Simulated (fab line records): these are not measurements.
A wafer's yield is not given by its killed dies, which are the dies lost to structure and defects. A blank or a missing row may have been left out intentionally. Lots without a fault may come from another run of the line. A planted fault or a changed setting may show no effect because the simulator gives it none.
The tool behind it: which one?    flow ritCmos    Sampling: 14 lots, 42 wafers, 6 of 202 route steps

== WHAT EACH GAUGE READ, for each wafer ==
RIT_SDANNEAL_RS_MEAS_04: measures by four-point-probe.
lot   measured     on            PSD_RS (ohm/sq)
L540  day 3 03:41  filmMetro-04  116.0 115.7 115.8
L541  day 3 08:08  filmMetro-02  115.4 115.8 115.5
L542  day 3 21:39  filmMetro-02  115.3 115.5 115.2
L543  day 3 22:26  filmMetro-04  115.7 116.2 116.1
L544  day 4 01:23  filmMetro-01  116.1 115.7 116.2
L545  day 4 08:22  filmMetro-02  115.8 116.0 116.1
L547  day 4 19:26  filmMetro-04  116.1 115.9 115.9
L548  day 4 19:56  filmMetro-01  116.3 116.3 116.6
L549  day 5 04:01  filmMetro-04  116.1 116.1 116.2
L550  day 5 07:58  filmMetro-02  114.0 113.7 113.3
L552  day 5 19:39  filmMetro-01  113.4 113.5 113.3
L559  day 7 06:25  filmMetro-01  116.1 116.1 115.9
L561  day 7 14:31  filmMetro-02  115.9 115.4 115.5
L563  day 8 03:36  filmMetro-02  115.3 115.7 115.4

RIT_SDANNEAL_RS_MEAS_06: measures by four-point-probe.
lot   measured     on            PLDD_RS (ohm/sq)
L540  day 3 03:56  filmMetro-04  178.8 178.7 178.5
L541  day 3 08:23  filmMetro-02  178.3 178.6 178.7
L542  day 3 21:53  filmMetro-02  178.4 177.9 178.3
L543  day 3 22:40  filmMetro-04  178.6 179.2 178.4
L544  day 4 01:38  filmMetro-01  179.2 178.7 179.3
L545  day 4 08:36  filmMetro-02  178.7 178.7 178.6
L547  day 4 19:41  filmMetro-04  179.1 178.6 178.9
L548  day 4 20:10  filmMetro-01  178.2 178.1 178.6
L549  day 5 04:16  filmMetro-04  179.0 179.2 178.8
L550  day 5 08:13  filmMetro-02  176.6 175.9 176.4
L552  day 5 19:53  filmMetro-01  176.2 176.0 176.6
L559  day 7 06:39  filmMetro-01  178.5 178.8 178.7
L561  day 7 14:46  filmMetro-02  178.9 178.5 178.1
L563  day 8 03:50  filmMetro-02  178.2 178.1 178.3

RIT_SILICIDE_THK_MEAS_03: measures by xrf.
lot   measured     on            SILICIDE_TI_THK (nm)
L540  day 3 04:26  filmMetro-03  29.4 29.2 28.8
L541  day 3 08:54  filmMetro-04  30.4 30.5 30.2
L542  day 3 22:23  filmMetro-03  29.6 30.0 29.6
L543  day 3 23:11  filmMetro-03  29.4 29.2 29.7
L544  day 4 02:10  filmMetro-04  29.6 29.6 29.6
L545  day 4 09:07  filmMetro-03  30.1 29.6 29.8
L547  day 4 20:12  filmMetro-03  30.0 30.3 30.0
L548  day 4 20:41  filmMetro-04  29.3 29.3 29.4
L549  day 5 04:47  filmMetro-03  30.2 30.3 30.3
L550  day 5 08:43  filmMetro-02  29.3 29.2 29.2
L552  day 5 20:25  filmMetro-02  30.1 29.9 29.5
L559  day 7 07:11  filmMetro-04  29.2 29.2 29.0
L561  day 7 15:17  filmMetro-04  29.8 29.6 29.7
L563  day 8 04:22  filmMetro-02  29.4 29.2 29.0

RIT_CONTACT_CD_MEAS_08: the cd target is 1000 nm.
lot   measured     on        cdNm (nm)
L540  day 3 05:46  cdSem-02  999.8 1000.2 998.4
L541  day 3 10:20  cdSem-02  997.7 999.8 998.6
L542  day 3 23:44  cdSem-02  999.7 998.3 999.2
L543  day 4 00:50  cdSem-02  1001.2 1001.9 1002.4
L544  day 4 03:49  cdSem-02  994.2 995.2 997.4
L545  day 4 10:26  cdSem-02  997.0 998.4 1000.7
L547  day 4 21:31  cdSem-01  1003.7 1002.5 999.4
L548  day 4 22:13  cdSem-02  997.7 996.3 996.4
L549  day 5 06:19  cdSem-01  998.9 1000.3 1000.4
L550  day 5 10:10  cdSem-02  998.6 998.9 999.3
L552  day 5 21:51  cdSem-02  1000.8 999.2 997.8
L559  day 7 08:37  cdSem-02  999.0 999.4 998.2
L561  day 7 16:35  cdSem-01  995.0 996.6 996.8
L563  day 8 05:48  cdSem-02  997.7 997.6 999.3

== EACH LOT AND THE TOOL THAT RAN IT (in order: tool; ch and the chambers of the sampled wafers; start) ==
lot   RIT_SDANNEAL_RTA_03             RIT_SILICIDE_RTA_06
L540  rtpAnneal-01 ch 0, day 3 03:37  rtpAnneal-01 ch 0, day 3 04:36
L541  rtpAnneal-02 ch 0, day 3 08:05  rtpAnneal-02 ch 0, day 3 09:04
L542  rtpAnneal-01 ch 0, day 3 21:34  rtpAnneal-02 ch 0, day 3 22:34
L543  rtpAnneal-02 ch 0, day 3 22:21  rtpAnneal-02 ch 0, day 3 23:21
L544  rtpAnneal-01 ch 0, day 4 01:20  rtpAnneal-01 ch 0, day 4 02:20
L545  rtpAnneal-02 ch 0, day 4 08:17  rtpAnneal-02 ch 0, day 4 09:17
L547  rtpAnneal-02 ch 0, day 4 19:22  rtpAnneal-01 ch 0, day 4 20:22
L548  rtpAnneal-01 ch 0, day 4 19:52  rtpAnneal-01 ch 0, day 4 20:51
L549  rtpAnneal-02 ch 0, day 5 03:58  rtpAnneal-02 ch 0, day 5 04:57
L550  rtpAnneal-01 ch 0, day 5 07:53  rtpAnneal-01 ch 0, day 5 08:53
L552  rtpAnneal-01 ch 0, day 5 19:35  rtpAnneal-01 ch 0, day 5 20:35
L559  rtpAnneal-02 ch 0, day 7 06:21  rtpAnneal-02 ch 0, day 7 07:20
L561  rtpAnneal-02 ch 0, day 7 14:28  rtpAnneal-02 ch 0, day 7 15:27
L563  rtpAnneal-02 ch 0, day 8 03:32  rtpAnneal-02 ch 0, day 8 04:32
- RIT_SDANNEAL_RTA_03: time 5 s.
- RIT_SILICIDE_RTA_06: time 10 s, ramp up 5 s, ramp down 10 s.

== AS READ BY THE TOOLS THEMSELVES (means over the sampled wafers that have a number; for cases with no such wafer, the mark the record gives instead) ==
RIT_SDANNEAL_RTA_03.
lot   tool          wafer_temp_C_max
L540  rtpAnneal-01  1053.9
L541  rtpAnneal-02  1052.7
L542  rtpAnneal-01  1052.9
L543  rtpAnneal-02  1053.9
L544  rtpAnneal-01  1054.2
L545  rtpAnneal-02  1053.3
L547  rtpAnneal-02  1053.7
L548  rtpAnneal-01  1053.5
L549  rtpAnneal-02  1053.2
L550  rtpAnneal-01  1052.7
L552  rtpAnneal-01  1052.3
L559  rtpAnneal-02  1053.7
L561  rtpAnneal-02  1052.8
L563  rtpAnneal-02  1053.7

RIT_SILICIDE_RTA_06.
lot   tool          wafer_temp_C_max
L540  rtpAnneal-01  752.9
L541  rtpAnneal-02  753.7
L542  rtpAnneal-02  753.6
L543  rtpAnneal-02  753.4
L544  rtpAnneal-01  752.4
L545  rtpAnneal-02  753.4
L547  rtpAnneal-01  752.9
L548  rtpAnneal-01  753.0
L549  rtpAnneal-02  752.7
L550  rtpAnneal-01  753.3
L552  rtpAnneal-01  752.8
L559  rtpAnneal-02  753.6
L561  rtpAnneal-02  753.7
L563  rtpAnneal-02  753.7

== THE ANSWER, worked out from the rows above alone ==
Rule: the lots themselves supply what counts as usual. Put in order of their means at a reading, lots are off if they are a third of the lots or fewer, leave a main group of 4 or more, and stand apart from it by a gap of 3 or more times the standard deviation of the main group's means; of several such gaps the widest counts. If all means in a main group match to the digits the tables above print for the reading, that group is not used. Also off: a lot with no number at a reading for which 4 or more lots have one. All remaining lots with rows at the step are treated as sound. Order of review: gauges by route order, followed by the tools' own readings, for which a lot's mean as printed above is used. At the first step where some lot is off, the reading lying furthest off is the one used; lots without a number count as furthest.
Off: at RIT_SDANNEAL_RS_MEAS_04 (PSD_RS), L550, L552. For the main group the mean is 115.9 ohm/sq and the standard deviation 0.3.
If a tool, at a process step before that reading, ran all the lots that are off and no sound lot after the first of them, it fits. Those tools and the gauges at RIT_SDANNEAL_RS_MEAS_04 are tried in the same way. One fits: rtpAnneal-01 at RIT_SDANNEAL_RTA_03. A fault onset in the window from L548 (day 4 19:52, its last sound lot) to L550 (day 5 07:53, its first lot off) fits.

== WHAT THE SIMULATOR PUT IN ==
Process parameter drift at RIT_SDANNEAL_RTA_03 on rtpAnneal-01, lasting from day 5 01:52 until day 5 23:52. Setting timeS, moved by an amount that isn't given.
Lots struck among those shown: L550, L552. The same result came from the rule above.
